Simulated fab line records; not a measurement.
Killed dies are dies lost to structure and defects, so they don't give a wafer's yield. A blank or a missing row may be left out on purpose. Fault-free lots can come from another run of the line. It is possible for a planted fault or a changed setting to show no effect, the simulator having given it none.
Commonality check across tools + flow berkeley_cmos170 + Sampled: 14 lots, 42 wafers

THE REASON FOR OPENING IT
2 of 14 lots carry a flag on the reading PLDD_TW at UCB170_PLDD_TW_MEAS_11. No-fault wafers: 1015, standard deviation 4.6.
Rule: flag the lot when none of its wafers has a number, or when each of its wafers that has one lies beyond 4 standard deviations from that mean. The other lots count as sound.

| lot  | measured     | on            | PLDD_TW, wafer by wafer | flag    |
|------|--------------|---------------|-------------------------|---------|
| L822 | day 7 16:26  | film_metro-04 | 1013 1011 1016          |         |
| L823 | day 7 16:43  | film_metro-01 | 1011 1008 1011          |         |
| L824 | day 7 17:13  | film_metro-03 | 1013 1010 1017          |         |
| L826 | day 8 16:19  | film_metro-01 | 1010 1017 1012          |         |
| L828 | day 9 07:06  | film_metro-01 | 1016 1009 1019          |         |
| L830 | day 9 18:39  | film_metro-04 | 1017 1023 1021          |         |
| L831 | day 9 18:55  | film_metro-01 | 1012 1016 1010          |         |
| L829 | day 9 19:05  | film_metro-04 | 1015 1016 1015          |         |
| L836 | day 11 15:10 | film_metro-01 | 1138 1146 1149          | FLAGGED |
| L839 | day 12 03:48 | film_metro-01 | 1134 1138 1139          | FLAGGED |
| L841 | day 12 08:05 | film_metro-01 | 1009 1015 1007          |         |
| L842 | day 12 08:38 | film_metro-01 | 1009 1015 1007          |         |
| L844 | day 12 19:13 | film_metro-04 | 1014 1017 1018          |         |
| L843 | day 12 19:20 | film_metro-04 | 1017 1019 1019          |         |
Average over the flagged lots: 1141; offset from the usual +126, equal to +27 standard deviations.

LOT BY LOT: THE TOOL USED
2 process steps preceding the reading are held in the record, out of 331 steps in the route. Read each cell as the tool, then ch plus the chambers that the sampled wafers visited, then the start.
| lot  | flag    | UCB170_PFIELD_STRIP_08               | UCB170_PLDD_IMPLANT_09          |
|------|---------|--------------------------------------|---------------------------------|
| L822 |         | plasma_asher-03 ch 0,1, day 5 03:58  | implanter-04 ch 0, day 7 16:11  |
| L823 |         | plasma_asher-04 ch 0,1, day 5 10:49  | implanter-02 ch 0, day 7 16:28  |
| L824 |         | plasma_asher-04 ch 0,1, day 5 11:08  | implanter-04 ch 0, day 7 16:58  |
| L826 |         | plasma_asher-02 ch 0,1, day 6 04:38  | implanter-02 ch 0, day 8 16:05  |
| L828 |         | plasma_asher-04 ch 0,1, day 6 12:53  | implanter-03 ch 0, day 9 06:51  |
| L830 |         | plasma_asher-02 ch 0,1, day 6 22:40  | implanter-03 ch 0, day 9 18:24  |
| L831 |         | plasma_asher-02 ch 0,1, day 6 23:28  | implanter-02 ch 0, day 9 18:41  |
| L829 |         | plasma_asher-04 ch 0,1, day 6 23:13  | implanter-04 ch 0, day 9 18:50  |
| L836 | FLAGGED | plasma_asher-04 ch 0, day 8 01:30    | implanter-04 ch 0, day 11 14:55 |
| L839 | FLAGGED | plasma_asher-04 ch 0,1, day 9 04:05  | implanter-04 ch 0, day 12 03:34 |
| L841 |         | plasma_asher-02 ch 0,1, day 9 15:41  | implanter-02 ch 0, day 12 07:50 |
| L842 |         | plasma_asher-03 ch 0,1, day 9 15:59  | implanter-03 ch 0, day 12 08:24 |
| L844 |         | plasma_asher-02 ch 0,1, day 10 05:49 | implanter-02 ch 0, day 12 19:01 |
| L843 |         | plasma_asher-02 ch 0,1, day 10 05:25 | implanter-03 ch 0, day 12 19:05 |
What is done by these steps:
- UCB170_PFIELD_STRIP_08: strips in O2.
- UCB170_PLDD_IMPLANT_09
- UCB170_PLDD_TW_MEAS_11

FLAGGED AGAINST TOTAL, ONE TOOL AT A TIME (gauges that did the reading follow at the end)
| step                   | tool            | lots run | flagged | share of the flagged lots | sound lots run after its first flagged lot |
|------------------------|-----------------|----------|---------|---------------------------|--------------------------------------------|
| UCB170_PFIELD_STRIP_08 | plasma_asher-02 | 6        | 0       | none                      | -                                          |
| UCB170_PFIELD_STRIP_08 | plasma_asher-03 | 2        | 0       | none                      | -                                          |
| UCB170_PFIELD_STRIP_08 | plasma_asher-04 | 6        | 2       | all                       | 0                                          |
| UCB170_PLDD_IMPLANT_09 | implanter-02    | 5        | 0       | none                      | -                                          |
| UCB170_PLDD_IMPLANT_09 | implanter-03    | 4        | 0       | none                      | -                                          |
| UCB170_PLDD_IMPLANT_09 | implanter-04    | 5        | 2       | all                       | 0                                          |
| UCB170_PLDD_TW_MEAS_11 | film_metro-01   | 8        | 2       | all                       | 2 (L841,L842)                              |
| UCB170_PLDD_TW_MEAS_11 | film_metro-03   | 1        | 0       | none                      | -                                          |
| UCB170_PLDD_TW_MEAS_11 | film_metro-04   | 5        | 0       | none                      | -                                          |

WHAT THE TABLE PERMITS
Every flagged lot was run by 3 rows of the table: plasma_asher-04 at UCB170_PFIELD_STRIP_08, implanter-04 at UCB170_PLDD_IMPLANT_09 and film_metro-01 at UCB170_PLDD_TW_MEAS_11.
- plasma_asher-04 at UCB170_PFIELD_STRIP_08: 2 of its 6 lots flagged. It ran its last sound lot, L829, at day 6 23:13 and its first flagged lot, L836, at day 8 01:30: a fault with its onset between the two fits.
- implanter-04 at UCB170_PLDD_IMPLANT_09: 2 of its 5 lots flagged. It ran its last sound lot, L829, at day 9 18:50 and its first flagged lot, L836, at day 11 14:55: a fault with its onset between the two fits. Its own readings lie more than 4 standard deviations out on every wafer of the flagged lots: beam_on_s, dose_ions_cm2.
- film_metro-01 at UCB170_PLDD_TW_MEAS_11: 2 of its 8 lots flagged. Sound lots ran on it after the first flagged one (L841, L842), which a lasting fault on the whole tool wouldn't allow.
Because each of these 2 tools fits a fault that began at some hour, counting lots does not separate them. More lots, or a look at what each step does to the wafer, might.

WHAT THE SIMULATOR HAD PUT IN
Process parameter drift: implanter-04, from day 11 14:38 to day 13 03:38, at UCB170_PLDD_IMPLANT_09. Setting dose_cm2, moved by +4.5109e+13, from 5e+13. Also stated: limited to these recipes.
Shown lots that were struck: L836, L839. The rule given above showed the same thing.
